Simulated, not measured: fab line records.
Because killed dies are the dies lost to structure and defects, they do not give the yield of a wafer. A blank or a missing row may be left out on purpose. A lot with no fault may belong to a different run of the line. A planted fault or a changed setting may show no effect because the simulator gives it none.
fab line records + flow rit_cmos
record:
- lots: 14
- wafers: 42
- last_day: 7
route steps=202 shown NWELL@30
lots that met no fault: from a run of the same line without faults
start_h: the number of hours between the record's first day and the start of the first shown wafer of the lot + wait_h: hours from the lot's prior step to this one + " the same as in the row above + L1.1+2: one row covering several wafers at once + - no value, or no start given + * or withheld: withheld + < > ~ a bound
route shown NAME@n: names a module that has steps shown in the file, with the first one's number in the route + usual: average and standard deviation across the fault-free wafers + same: alike in all rows + chamber/n: place in a boat + sites: each site's reading + _std_site: standard deviation of those values + _edge_site: outer sites' mean less inner sites' + radius_mm: for every site, how far away it sits from the centre of the wafer + mask NAME#n: copy n + behind: the tool/chamber that last shaped the wafer + hold: reason for holding the lot/hours on hold/outcome of the hold + device: the transistor (n, p or np) that didn't switch + end of line: the same wafers' tests at the end of the route + for a step that has no rows: nothing shown but its recipe + killed: dies that structure and defects cost at the first sort, which is not the same as the wafer's yield + map: per-die view of a wafer (x killed, . not killed, _ where there is no die)
set.NAME: the setting as run; set.NAME@STEP: as run at that earlier step + model.NAME: the simulator's own value behind a step, which no gauge read
steps of the route over a sample of lots; a table a step, a row a wafer
== steps ==
step: RIT_NWELL_SOFTBAKE_02
recipe:
- resist: NOVOLAK
- temp_c: 90
- time_s: 60
usual:
- resist_line_temp_C: 23.01/0.091
- run_length_s: 89.20/0.18
| lot.wafer | tool           | chamber | start_h | wait_h | resist_line_temp_C | run_length_s |
|-----------|----------------|---------|---------|--------|--------------------|--------------|
| L840.2    | litho_track-04 | 0       | 19.67   | 0.1    | 22.88              | 89.26        |
| L840.4    | "              | 0       | "       | "      | 22.93              | 89.35        |
| L840.5    | "              | 0       | "       | "      | 23.03              | 89.17        |
| L842.2    | litho_track-04 | 0       | 30.36   | 0.1    | 23.01              | 89.39        |
| L842.3    | "              | 0       | "       | "      | 22.89              | 89.21        |
| L842.5    | "              | 0       | "       | "      | 22.92              | 89.28        |
| L843.1    | litho_track-03 | 0       | 34.86   | 0.1    | 22.99              | 89.28        |
| L843.3    | "              | 0       | "       | "      | 22.95              | 89.27        |
| L843.4    | "              | 0       | "       | "      | 22.94              | 89.30        |
| L850.1    | litho_track-04 | 0       | 71.11   | 0.1    | 23.12              | 98.09        |
| L850.4    | "              | 0       | "       | "      | 22.96              | 98.17        |
| L850.5    | "              | 0       | "       | "      | 23.14              | 97.99        |
| L851.4    | litho_track-01 | 0       | 76.33   | 0.1    | 23.18              | 88.89        |
| L851.5    | "              | 0       | "       | "      | 23.19              | 88.88        |
| L851.6    | "              | 0       | "       | "      | 23.14              | 88.94        |
| L852.2    | litho_track-04 | 0       | 80.88   | 0.1    | 23.00              | 98.12        |
| L852.4    | "              | 0       | "       | "      | 23.08              | 98.09        |
| L852.6    | "              | 0       | "       | "      | 23.11              | 98.11        |
| L853.2    | litho_track-01 | 0       | 85.90   | 0.1    | 23.14              | 88.90        |
| L853.3    | "              | 0       | "       | "      | 23.06              | 89.04        |
| L853.5    | "              | 0       | "       | "      | 22.81              | 89.06        |
| L854.1    | litho_track-03 | 0       | 91.23   | 0.1    | 22.99              | 89.38        |
| L854.2    | "              | 0       | "       | "      | 22.96              | 89.40        |
| L854.5    | "              | 0       | "       | "      | 23.00              | 89.32        |
| L855.1    | litho_track-03 | 0       | 96.26   | 0.1    | 23.13              | 89.38        |
| L855.2    | "              | 0       | "       | "      | 23.16              | 89.41        |
| L855.3    | "              | 0       | "       | "      | 23.09              | 89.23        |
| L856.1    | litho_track-01 | 0       | 105.12  | 0.1    | 22.98              | 89.11        |
| L856.3    | "              | 0       | "       | "      | 22.91              | 89.04        |
| L856.4    | "              | 0       | "       | "      | 23.03              | 88.97        |
| L857.3    | litho_track-03 | 0       | 109.44  | 0.1    | 23.10              | 89.61        |
| L857.4    | "              | 0       | "       | "      | 23.11              | 89.20        |
| L857.5    | "              | 0       | "       | "      | 23.10              | 89.36        |
| L859.1    | litho_track-01 | 0       | 121.30  | 0.1    | 23.03              | 88.83        |
| L859.3    | "              | 0       | "       | "      | 23.10              | 89.04        |
| L859.5    | "              | 0       | "       | "      | 22.95              | 89.17        |
| L862.2    | litho_track-03 | 0       | 133.56  | 0.1    | 22.82              | 89.25        |
| L862.3    | "              | 0       | "       | "      | 22.91              | 89.44        |
| L862.6    | "              | 0       | "       | "      | 23.04              | 89.26        |
| L863.3    | litho_track-03 | 0       | 138.16  | 0.1    | 23.07              | 89.41        |
| L863.4    | "              | 0       | "       | "      | 22.89              | 89.35        |
| L863.5    | "              | 0       | "       | "      | 22.96              | 89.22        |
== key ==
first_sign:
- step: RIT_NWELL_SOFTBAKE_02
- reading: run_length_s
- direction: up
- sigmas: 50
- usual: *
- struck: *
effect none on later readings
met_at RIT_NWELL_SOFTBAKE_02
struck_lots L850,L852
tester_left_out L850,L852
onset_between 30.36 71.11
fault:
- kind: process_parameter_drift
- tool: litho_track-04
- chamber: -
- onset_h: 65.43
- steps: RIT_NWELL_SOFTBAKE_02
- channel: time_s
- offset: *
- shape: step
- end_h: 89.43
- acts_in: *
- stated: *
tester_left_out: of these lots the tester's yield and bins aren't shown, on N5 and GAA mostly nor the transistor test; their killed dies are dies lost to structure and defects alone, not to doping, threshold or leakage, so they don't give the yield
